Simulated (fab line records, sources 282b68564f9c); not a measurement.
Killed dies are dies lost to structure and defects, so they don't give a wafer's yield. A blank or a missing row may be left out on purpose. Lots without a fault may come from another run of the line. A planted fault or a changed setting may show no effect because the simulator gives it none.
fab line records | flow rit_cmos | part 2 of 2: steps 30 to 39 of 39
record lots=5 wafers=15 last_day=6
route steps=202 shown ACTIVE@4 FOX1@20 FOX2@23 NWELL@28 PWELL@39
lots that met no fault: from a run of the same line without faults
start_h: hours from the record's first day to the start of the lot's first wafer shown | wait_h: hours since the lot's step before | " the same as in the row above | L1.1+2: a row that stands for several wafers | - no value, or no start given | * or withheld: withheld | < > ~ a bound
route shown NAME@n: a module of which the file shows steps, and the number in the route of the first | usual: mean/standard deviation of fault-free wafers | same: alike in all rows | chamber/n: place in a boat | sites: the reading at each site | _std_site: their standard deviation | _edge_site: outer sites' mean less inner sites' | radius_mm: how far each site lies from the wafer's centre | mask NAME#n: copy n | behind: the tool/chamber that last shaped the wafer | hold: why the lot was held/for how many hours/how that ended | device: the transistor (n, p or np) that didn't switch | end of line: the same wafers' tests at the end of the route | a step without rows: its recipe alone | killed: dies lost to structure and defects at the first sort, not the wafer's yield | map: a wafer's dies, x killed, . not, _ none there
set.NAME: the setting as run; set.NAME@STEP: as run at that earlier step | model.NAME: the simulator's own value behind a step, which no gauge read
lots at some steps of the route; a table a step, a row a wafer
services: from which hour (start_h, from the record's first day; less than 0 if before it) a tool's chamber was out of use, for how many hours, and why
## steps
# step RIT_NWELL_DEVELOP_05
# recipe resist=NOVOLAK develop_time_s=68 dev_temp_c=23
# usual chill_plate_temp_C=22.98/0.11
# columns lot.wafer tool chamber start_h wait_h chill_plate_temp_C
L076.1 litho_track-04 0 - - 23.21
L076.2 " 0 " " 22.94
L076.4 " 0 " " 23.03
L080.1 litho_track-01 0 - - 23.07
L080.2 " 0 " " 22.92
L080.3 " 0 " " 23.06
L087.1 litho_track-01 0 - - 22.95
L087.3 " 0 " " 23.00
L087.6 " 0 " " 22.98
L089.1 litho_track-04 0 - - 23.03
L089.4 " 0 " " 23.14
L089.5 " 0 " " 22.96
L093.3 litho_track-01 0 - - 23.09
L093.5 " 0 " " 23.06
L093.6 " 0 " " 23.05
# step RIT_NWELL_OVL_MEAS_06
# usual NWELL_OVL=-1.0/1.2
# columns lot.wafer tool chamber start_h wait_h NWELL_OVL[nm]
L076.1 overlay-01 - 31.80 - 0.5
L076.2 " - " " -1.2
L076.4 " - " " -0.4
L080.1 overlay-02 - 51.00 - -0.7
L080.2 " - " " -2.8
L080.3 " - " " 1.1
L087.1 overlay-02 - 92.80 - -1.1
L087.3 " - " " -1.7
L087.6 " - " " -0.8
L089.1 overlay-01 - 100.29 - 0.7
L089.4 " - " " 0.2
L089.5 " - " " 1.5
L093.3 overlay-02 - 115.46 - -0.9
L093.5 " - " " -0.7
L093.6 " - " " 2.0
# step RIT_NWELL_HARDBAKE_07
# recipe resist=NOVOLAK temp_c=140 time_s=120
# usual chill_plate_temp_C=23.00/0.11
# columns lot.wafer tool chamber start_h wait_h chill_plate_temp_C
L076.1 litho_track-03 0 31.84 0.0 22.77
L076.2 " 0 " " 22.92
L076.4 " 0 " " 22.84
L080.1 litho_track-04 0 51.03 0.0 22.92
L080.2 " 0 " " 23.09
L080.3 " 0 " " 22.96
L087.1 litho_track-04 0 92.83 0.0 23.00
L087.3 " 0 " " 23.11
L087.6 " 0 " " 22.94
L089.1 litho_track-04 0 100.32 0.0 23.01
L089.4 " 0 " " 23.04
L089.5 " 0 " " 23.04
L093.3 litho_track-04 0 115.57 0.1 23.02
L093.5 " 0 " " 23.17
L093.6 " 0 " " 23.11
# step RIT_NWELL_IMPLANT_08
# recipe species=P energy_kev=170 dose_cm2=5e+13 tilt_deg=7
# usual beam_energy_keV=170.01/0.051
# columns lot.wafer tool chamber start_h wait_h beam_energy_keV
L076.1 implanter-04 0 32.09 0.2 170.05
L076.2 " 0 " " 170.03
L076.4 " 0 " " 170.07
L080.1 implanter-04 0 51.28 0.2 170.01
L080.2 " 0 " " 169.97
L080.3 " 0 " " 169.96
L087.1 implanter-02 0 93.08 0.2 169.97
L087.3 " 0 " " 169.99
L087.6 " 0 " " 169.99
L089.1 implanter-04 0 100.57 0.2 170.02
L089.4 " 0 " " 169.90
L089.5 " 0 " " 169.98
L093.3 implanter-04 0 115.79 0.2 170.09
L093.5 " 0 " " 170.05
L093.6 " 0 " " 170.10
# step RIT_NWELL_STRIP_09
# recipe chemistry=O2 time_s=180 resist=NOVOLAK platen_temp_c=withheld power_w=500 pressure_mtorr=4000 o2_flow_sccm=4000
# usual drypump_motor_current_A=5.4/0.39
# columns lot.wafer tool chamber start_h wait_h drypump_motor_current_A rf_hours_counter_h
L076.1 plasma_asher-03 0 32.24 0.1 5.9 38
L076.2 " 1 " " 5.0 38
L076.4 " 0 " " 5.9 -
L080.1 plasma_asher-03 0 51.43 0.1 5.9 41
L080.2 " 1 " " 5.0 41
L080.3 " 0 " " 5.9 -
L087.1 plasma_asher-03 0 93.23 0.1 5.9 45
L087.3 " 1 " " 5.0 -
L087.6 " 0 " " 5.9 -
L089.1 plasma_asher-03 0 100.72 0.1 5.9 45
L089.4 " 0 " " 5.9 -
L089.5 " 0 " " 5.9 -
L093.3 plasma_asher-04 0 115.94 0.1 5.9 -
L093.5 " 1 " " 5.2 -
L093.6 " 0 " " 5.9 -
# step RIT_NWELL_TW_MEAS_10
# usual NWELL_TW=2138/30
# columns lot.wafer tool chamber start_h wait_h NWELL_TW
L076.1 film_metro-01 - 32.41 0.1 2100
L076.2 " - " " 2100
L076.4 " - " " 2103
L080.1 film_metro-04 - 51.61 0.1 2160
L080.2 " - " " 2159
L080.3 " - " " 2157
L087.1 film_metro-04 - 93.41 0.1 2178
L087.3 " - " " 2180
L087.6 " - " " 2170
L089.1 film_metro-01 - 100.90 0.1 2094
L089.4 " - " " 2091
L089.5 " - " " 2100
L093.3 film_metro-04 - 116.08 0.1 2165
L093.5 " - " " 2156
L093.6 " - " " 2154
# step RIT_PWELL_HMDS_00
# recipe prime_time_s=60 prime_temp_c=140
# usual chill_plate_temp_C=22.99/0.11
# columns lot.wafer tool chamber start_h wait_h chill_plate_temp_C
L076.1 litho_track-04 0 32.47 0.1 23.01
L076.2 " 0 " " 23.01
L076.4 " 0 " " 22.84
L080.1 litho_track-02 0 51.78 0.2 22.86
L080.2 " 0 " " 23.01
L080.3 " 0 " " 22.93
L087.1 litho_track-04 0 93.47 0.1 23.07
L087.3 " 0 " " 23.16
L087.6 " 0 " " 22.96
L089.1 litho_track-02 0 100.96 0.1 23.21
L089.4 " 0 " " 22.99
L089.5 " 0 " " 22.95
L093.3 litho_track-04 0 116.17 0.1 22.94
L093.5 " 0 " " 23.02
L093.6 " 0 " " 23.03
# step RIT_PWELL_COAT_01
# recipe resist=NOVOLAK spin_rpm=2000 resist_thk_nm=1300
# usual chill_plate_temp_C=23.00/0.098
# columns lot.wafer tool chamber start_h wait_h chill_plate_temp_C
L076.1 litho_track-04 0 32.62 0.1 22.80
L076.2 " 0 " " 23.02
L076.4 " 0 " " 23.16
L080.1 litho_track-02 0 51.93 0.1 23.03
L080.2 " 0 " " 23.23
L080.3 " 0 " " 23.06
L087.1 litho_track-04 0 93.62 0.1 23.09
L087.3 " 0 " " 22.92
L087.6 " 0 " " 22.91
L089.1 litho_track-02 0 101.11 0.1 23.03
L089.4 " 0 " " 23.08
L089.5 " 0 " " 22.96
L093.3 litho_track-04 0 116.32 0.1 23.05
L093.5 " 0 " " 23.04
L093.6 " 0 " " 23.11
# step RIT_PWELL_SOFTBAKE_02
# recipe resist=NOVOLAK temp_c=90 time_s=60
# usual chill_plate_temp_C=22.97/0.1
# columns lot.wafer tool chamber start_h wait_h chill_plate_temp_C
L076.1 litho_track-04 0 32.77 0.1 22.93
L076.2 " 0 " " 22.93
L076.4 " 0 " " 22.93
L080.1 litho_track-02 0 52.08 0.1 22.95
L080.2 " 0 " " 22.97
L080.3 " 0 " " 23.04
L087.1 litho_track-04 0 93.77 0.1 23.03
L087.3 " 0 " " 23.13
L087.6 " 0 " " 23.04
L089.1 litho_track-02 0 101.26 0.1 22.95
L089.4 " 0 " " 23.02
L089.5 " 0 " " 22.95
L093.3 litho_track-04 0 116.47 0.1 22.79
L093.5 " 0 " " 22.95
L093.6 " 0 " " 23.09
# step RIT_PWELL_EXPOSE_03
# recipe mask_id=M3 na=0.57 target_cd_nm=43700 dose_mj=250
# usual reticle_temp_C=23.00/0.11
# same na=0.57
# columns lot.wafer tool chamber start_h wait_h mask reticle_temp_C
L076.1 iline_stepper-02 0 33.05 0.2 M3#0 22.89
L076.2 " 0 " " M3#0 22.87
L076.4 " 0 " " M3#0 22.86
L080.1 iline_stepper-02 0 52.35 0.2 M3#0 23.06
L080.2 " 0 " " M3#0 22.95
L080.3 " 0 " " M3#0 22.92
L087.1 iline_stepper-02 0 93.92 0.1 M3#0 23.01
L087.3 " 0 " " M3#0 23.03
L087.6 " 0 " " M3#0 23.09
L089.1 iline_stepper-02 0 101.53 0.2 M3#0 23.06
L089.4 " 0 " " M3#0 23.13
L089.5 " 0 " " M3#0 23.09
L093.3 iline_stepper-01 0 116.73 0.2 M3#0 22.92
L093.5 " 0 " " M3#0 22.80
L093.6 " 0 " " M3#0 22.73
## services
# columns tool chamber start_h hours kind
plasma_asher-02 - -1.77 11.0 repair
implanter-02 - 2.37 2.3 repair
rie_diel-04 3 2.58 10.8 repair
furnace-02 - 4.89 3.9 pm
implanter-04 - 10.15 3.8 repair
implanter-02 - 11.46 0.5 repair
iline_stepper-02 - 24.75 5.1 repair
plasma_asher-02 - 26.34 0.9 repair
implanter-02 - 30.09 2.3 repair
plasma_asher-01 - 31.89 11.1 repair
furnace-01 - 41.66 4.0 pm
implanter-02 - 43.46 4.7 pm
wet_bench-04 - 45.63 0.6 repair
furnace-03 - 52.84 16.2 repair
furnace-03 - 69.08 15.7 pm
furnace-02 - 74.13 13.5 pm
rie_diel-02 3 94.80 23.1 repair
rie_diel-03 - 95.47 0.4 repair
iline_stepper-01 0 95.57 - calibration
furnace-02 - 98.00 2.6 pm
rie_diel-04 0 104.39 7.0 repair
rie_diel-02 - 106.12 14.6 pm
plasma_asher-01 - 108.75 9.0 pm
plasma_asher-04 - 116.28 1.5 repair
